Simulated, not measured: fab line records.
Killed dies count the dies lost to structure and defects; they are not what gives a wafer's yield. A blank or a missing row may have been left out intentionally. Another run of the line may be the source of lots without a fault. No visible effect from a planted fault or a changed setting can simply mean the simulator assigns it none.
Which tool did it? | flow berkeley-cmos170 | Sampling: 14 lots, 40 wafers, 2 of 331 route steps

== WHAT THE GAUGES READ, wafer by wafer ==
UCB170_WELLDRIVE_THK_MEAS_02.
lot  | measured    | on            | WELLDRIVE_OXIDE_THK (nm)
L127 | day 4 04:31 | film-metro-02 | 198.6 201.0 202.1
L128 | day 4 16:04 | film-metro-02 | 194.1 193.9 193.6
L129 | day 4 16:04 | film-metro-01 | 195.0 191.7 195.9
L131 | day 5 00:02 | film-metro-03 | 196.3 195.7 194.1
L132 | day 5 09:02 | film-metro-03 | 196.1 197.4 198.5
L133 | day 5 15:43 | film-metro-02 | 194.9 198.2 197.3
L134 | day 6 02:41 | film-metro-01 | 200.6 197.5 197.2
L137 | day 6 08:10 | film-metro-03 | 197.0
L140 | day 7 01:07 | film-metro-01 | 199.2 201.9 199.7
L138 | day 7 01:07 | film-metro-03 | 197.6 198.6 197.4
L145 | day 8 10:43 | film-metro-01 | 199.7 200.1 198.4
L146 | day 8 10:44 | film-metro-03 | 193.8 197.3 196.9
L147 | day 8 10:44 | film-metro-02 | 196.8 198.4 199.3
L148 | day 9 03:19 | film-metro-03 | 192.4 192.3 188.4

UCB170_ACTIVE_OVL_MEAS_14.
lot  | measured     | on         | ACTIVE_OVL (nm)
L127 | day 5 01:24  | overlay-02 | -4 -8 1
L128 | day 5 11:21  | overlay-01 | -4 -2 -3
L129 | day 5 11:07  | overlay-01 | 4 -1 -9
L131 | day 6 01:07  | overlay-01 | 6 -6 -7
L132 | day 6 10:19  | overlay-01 | -3 3 5
L133 | day 6 18:20  | overlay-02 | 4 1 7
L134 | day 7 00:40  | overlay-02 | -7 -4 -14
L137 | day 7 09:04  | overlay-02 | 1
L140 | day 8 03:01  | overlay-02 | 4 -2 6
L138 | day 8 03:16  | overlay-02 | -9 -11 -9
L145 | day 9 07:04  | overlay-01 | -6 -7 -4
L146 | day 9 06:49  | overlay-02 | -5 -5 -2
L147 | day 9 07:20  | overlay-02 | -12 -8 -7
L148 | day 10 07:46 | overlay-02 | -2 -1 0

== TOOL THAT RAN EACH LOT (tool first, then ch and the chambers of the sampled wafers, then the start) ==
The record holds no process step before these readings.

== WHAT THE TOOLS THEMSELVES READ (means of the sampled wafers that have a number; where no wafer has one, the mark that the record gives instead) ==
The record holds no such reading with a usual standard deviation.

== THE ANSWER, worked out from the rows above alone ==
Rule: the lots themselves supply what counts as usual. Put in order of their means at a reading, lots are off if they are a third of the lots or fewer, leave a main group of 4 or more, and stand apart from it by a gap of 3 or more times the standard deviation of the main group's means; of several such gaps the widest counts. The tables above print the reading to a certain number of digits; a main group whose means all agree to those digits is not used. A lot without any number at a reading at which 4 lots or more have one is off too. All remaining lots with rows at the step are treated as sound. Order of review: gauges by route order, followed by the tools' own readings, for which a lot's mean as printed above is used. The first step at which some lot is off is used, and at that step the reading that is off furthest; a lot without a number counts as furthest.
No lot is off at any reading shown: from this, nothing can be told.

== WHAT WAS PUT IN BY THE SIMULATOR ==
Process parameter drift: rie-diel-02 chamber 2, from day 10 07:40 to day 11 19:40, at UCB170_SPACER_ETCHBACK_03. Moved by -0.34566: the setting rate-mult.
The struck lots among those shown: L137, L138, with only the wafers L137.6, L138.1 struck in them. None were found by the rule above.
